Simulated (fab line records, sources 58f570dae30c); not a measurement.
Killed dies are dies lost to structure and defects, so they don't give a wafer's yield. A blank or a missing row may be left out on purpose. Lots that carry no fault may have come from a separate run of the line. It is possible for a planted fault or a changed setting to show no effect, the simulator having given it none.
Chamber matching	flow berkeley-cmos170	UCB170_SPACER_ETCHBACK_03 on rie-diel-04 has 4 sister chambers
The step etches SiO2 in CHF3/CF4/Ar, stops on Si, target depth 376 nm, time 100 s. 8 wafers are shown with their chamber, then 7 later ones without.

## WAFERS PAIRED WITH THEIR CHAMBERS
wafer	chamber	throttle-valve-pct (%)	oes-product-au (a.u.)
L489.1	2	6.56	0.880
L491.3	1	6.52	0.909
L491.5	1	6.51	0.932
L497.2	0	6.34	0.889
L497.5	3	6.62	0.893
L497.6	2	6.57	0.904
L501.3	0	6.32	0.885
L501.4	3	6.61	0.895

## WAFERS WITHOUT THEIR CHAMBER
wafer	throttle-valve-pct (%)	oes-product-au (a.u.)
L501.5	6.62	0.911
L504.3	6.62	0.877
L504.4	6.52	0.886
L504.6	6.64	0.914
L508.1	6.60	0.911
L508.4	6.52	0.888
L508.5	6.33	0.914

## WHICH CHAMBER EACH WENT THROUGH
wafer	from the rows above	in truth
L501.5	3	3
L504.3	3	3
L504.4	can't be placed: 1 or 2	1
L504.6	3	3
L508.1	can't be placed: 3 or 2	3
L508.4	1	1
L508.5	0	0
Correctly placed: 5 of 7. Unplaceable from these rows: 2, with the true chamber sitting among the candidates in 2. Number placed wrongly: 0.
How it was worked out, from the rows above alone: a wafer's distance from a chamber is the root of the sum, over the readings, of the square of ((its reading less the chamber's mean) divided by the reading's scatter). The wafer belongs to the nearest chamber; if the next one is less than 2 further off, it can't be placed. The mean given for a chamber averages the wafers shown for that chamber. The scatter: take each reading less its chamber's mean, square it, sum over the shown wafers, divide by the number of wafers less the number of chambers, and take the root.
